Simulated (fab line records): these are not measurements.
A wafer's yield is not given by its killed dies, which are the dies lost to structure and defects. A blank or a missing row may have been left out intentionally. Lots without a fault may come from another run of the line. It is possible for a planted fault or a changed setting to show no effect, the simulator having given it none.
Which tool is to blame?    flow berkeley-cmos170    7 lots, 21 wafers sampled, at 3 steps of a route of 331

## WHAT EACH GAUGE READ, for each wafer
UCB170_PLDD_TW_MEAS_11.
lot   measured      on             PLDD_TW
L700  day 7 22:41   film-metro-01  1003 1001 1003
L701  day 7 22:22   film-metro-01  1007 1007 1010
L704  day 8 13:47   film-metro-01  1007 1005 1010
L708  day 9 13:09   film-metro-04  1093 1085 1085
L713  day 10 20:45  film-metro-01  995 1005 1004
L715  day 11 11:21  film-metro-01  1011 1008 997
L720  day 11 19:35  film-metro-03  997 998 988

## TOOL THAT RAN EACH LOT (tool first, then ch and the chambers of the sampled wafers, then the start)
lot   UCB170_GATE_ETCH_14                 UCB170_PLDD_IMPLANT_09
L700  rie-diel-01 ch 0,1, day 7 18:06     implanter-03 ch 0, day 7 22:26
L701  rie-diel-03 ch 0,3, day 7 17:10     implanter-03 ch 0, day 7 22:07
L704  rie-diel-03 ch 0,2, day 8 11:23     implanter-02 ch 0, day 8 13:33
L708  rie-diel-03 ch 0,3, day 9 10:59     implanter-03 ch 0, day 9 12:54
L713  rie-diel-01 ch 1,2, day 10 18:13    implanter-02 ch 0, day 10 20:32
L715  rie-diel-01 ch 0,1,3, day 11 09:10  implanter-01 ch 0, day 11 11:07
L720  rie-diel-04 ch 0,1,2, day 11 17:01  implanter-01 ch 0, day 11 19:20
- UCB170_GATE_ETCH_14: etches BARC in N2/H2.
- UCB170_PLDD_IMPLANT_09

## THE ANSWER, worked out from the rows above alone
Rule: usual is defined by the lots themselves. Put in order of their means at a reading, lots are off if they are a third of the lots or fewer, leave a main group of 4 or more, and stand apart from it by a gap of 3 or more times the standard deviation of the main group's means; of several such gaps the widest counts. Not used: any main group whose means are identical at the precision the tables above print for the reading. A lot without any number at a reading at which 4 lots or more have one is off too. The other lots that the step has rows for count as sound.
Off: L708, seen at UCB170_PLDD_TW_MEAS_11 (PLDD_TW). For the main group the mean is 1003 and the standard deviation 4.6.
If a tool, at a process step before that reading, ran all the lots that are off and no sound lot after the first of them, it fits. Gauges at UCB170_PLDD_TW_MEAS_11: tried the same way as those tools. Can't be told from this: 3 tools fit, rie-diel-03 at UCB170_GATE_ETCH_14, implanter-03 at UCB170_PLDD_IMPLANT_09, film-metro-04 at UCB170_PLDD_TW_MEAS_11.

## WHAT WAS PUT IN BY THE SIMULATOR
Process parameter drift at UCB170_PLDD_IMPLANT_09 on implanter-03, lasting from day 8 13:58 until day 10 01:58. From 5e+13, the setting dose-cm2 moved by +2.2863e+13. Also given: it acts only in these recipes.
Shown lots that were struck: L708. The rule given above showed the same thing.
